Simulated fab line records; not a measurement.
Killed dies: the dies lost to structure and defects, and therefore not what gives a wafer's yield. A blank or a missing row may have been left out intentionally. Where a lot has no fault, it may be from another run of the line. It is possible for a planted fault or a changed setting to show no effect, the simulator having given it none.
What tool caused it?	flow ritCmos	39 wafers from 13 lots sampled at 3 of the route's 202 steps

WHAT THE GAUGES READ, wafer by wafer
RIT_PWELL_OVL_MEAS_06.
lot	measured	on	PWELL_OVL (nm)
L534	day 2 11:08	overlay-01	0.3 2.1 1.5
L536	day 2 16:01	overlay-01	0.7 2.1 1.8
L537	day 2 19:41	overlay-01	0.0 -1.0 -2.1
L538	day 3 00:50	overlay-01	-0.6 -0.5 0.4
L539	day 3 05:34	overlay-02	0.0 1.2 0.3
L541	day 3 14:56	overlay-01	- - -
L545	day 4 15:33	overlay-02	2.1 -0.3 1.9
L550	day 5 13:04	overlay-01	0.1 -0.4 1.1
L551	day 5 17:31	overlay-01	-1.9 0.2 0.9
L552	day 5 23:46	overlay-01	0.9 1.2 -0.3
L553	day 6 02:40	overlay-01	0.3 -0.6 -1.2
L554	day 6 07:29	overlay-01	-1.1 -1.6 -2.8
L556	day 6 18:53	overlay-02	-2.1 -1.8 -0.6

RIT_PWELL_TW_MEAS_10.
lot	measured	on	PWELL_TW
L534	day 2 11:45	filmMetro-02	939 939 942
L536	day 2 16:38	filmMetro-02	946 941 941
L537	day 2 20:18	filmMetro-01	960 966 961
L538	day 3 01:26	filmMetro-02	937 937 936
L539	day 3 06:10	filmMetro-01	968 970 966
L541	day 3 15:40	filmMetro-02	29 30 30
L545	day 4 16:10	filmMetro-01	962 960 957
L550	day 5 13:49	filmMetro-03	960 971 963
L551	day 5 18:08	filmMetro-01	963 967 968
L552	day 6 00:23	filmMetro-03	959 959 963
L553	day 6 03:17	filmMetro-01	961 961 961
L554	day 6 08:06	filmMetro-01	951 951 953
L556	day 6 19:29	filmMetro-01	955 956 962

TOOL THAT RAN EACH LOT (tool first, then ch and the chambers of the sampled wafers, then the start)
lot	RIT_PWELL_EXPOSE_03
L534	ilineStepper-01 ch 0, day 2 10:42
L536	ilineStepper-01 ch 0, day 2 15:38
L537	ilineStepper-02 ch 0, day 2 19:16
L538	ilineStepper-01 ch 0, day 3 00:24
L539	ilineStepper-01 ch 0, day 3 05:08
L541	ilineStepper-01 ch 0, day 3 14:26
L545	ilineStepper-02 ch 0, day 4 15:07
L550	ilineStepper-01 ch 0, day 5 12:39
L551	ilineStepper-01 ch 0, day 5 17:06
L552	ilineStepper-01 ch 0, day 5 23:20
L553	ilineStepper-01 ch 0, day 6 02:16
L554	ilineStepper-01 ch 0, day 6 07:04
L556	ilineStepper-02 ch 0, day 6 18:27
- RIT_PWELL_EXPOSE_03: exposes mask M3, target cd 43700 nm.

WHAT THE TOOLS THEMSELVES READ (means of the sampled wafers that have a number; where no wafer has one, the mark that the record gives instead)
The record holds no such reading with a usual standard deviation.

THE ANSWER, worked out from the rows above alone
Rule: the usual values come from the lots themselves. The widest of any qualifying gaps counts: lots, ordered by their means at a reading, are off when they make up no more than a third of the lots, leave a main group of 4 or more, and stand apart from it by 3 or more times the standard deviation of that group's means. Not used: any main group whose means are identical at the precision the tables above print for the reading. A lot without any number at a reading at which 4 lots or more have one is off too. The other lots that the step has rows for count as sound. First the gauges in route order, then the tools' own readings, where a lot's mean is used as printed above. The first step at which some lot is off is used, and at that step the reading that is off furthest; a lot without a number counts as furthest.
Off: L541, at RIT_PWELL_OVL_MEAS_06 (PWELL_OVL). Without a number there: L541. For the main group the mean is 0.0 nm and the standard deviation 1.1.
If a tool, at a process step before that reading, ran all the lots that are off and no sound lot after the first of them, it fits. The gauges at RIT_PWELL_OVL_MEAS_06 aren't tried: what is off there is off at RIT_PWELL_TW_MEAS_10 too, on other tools, and a gauge's error can't cause that. No candidate that was tried fits.

WHAT THE SIMULATOR HAD PUT IN
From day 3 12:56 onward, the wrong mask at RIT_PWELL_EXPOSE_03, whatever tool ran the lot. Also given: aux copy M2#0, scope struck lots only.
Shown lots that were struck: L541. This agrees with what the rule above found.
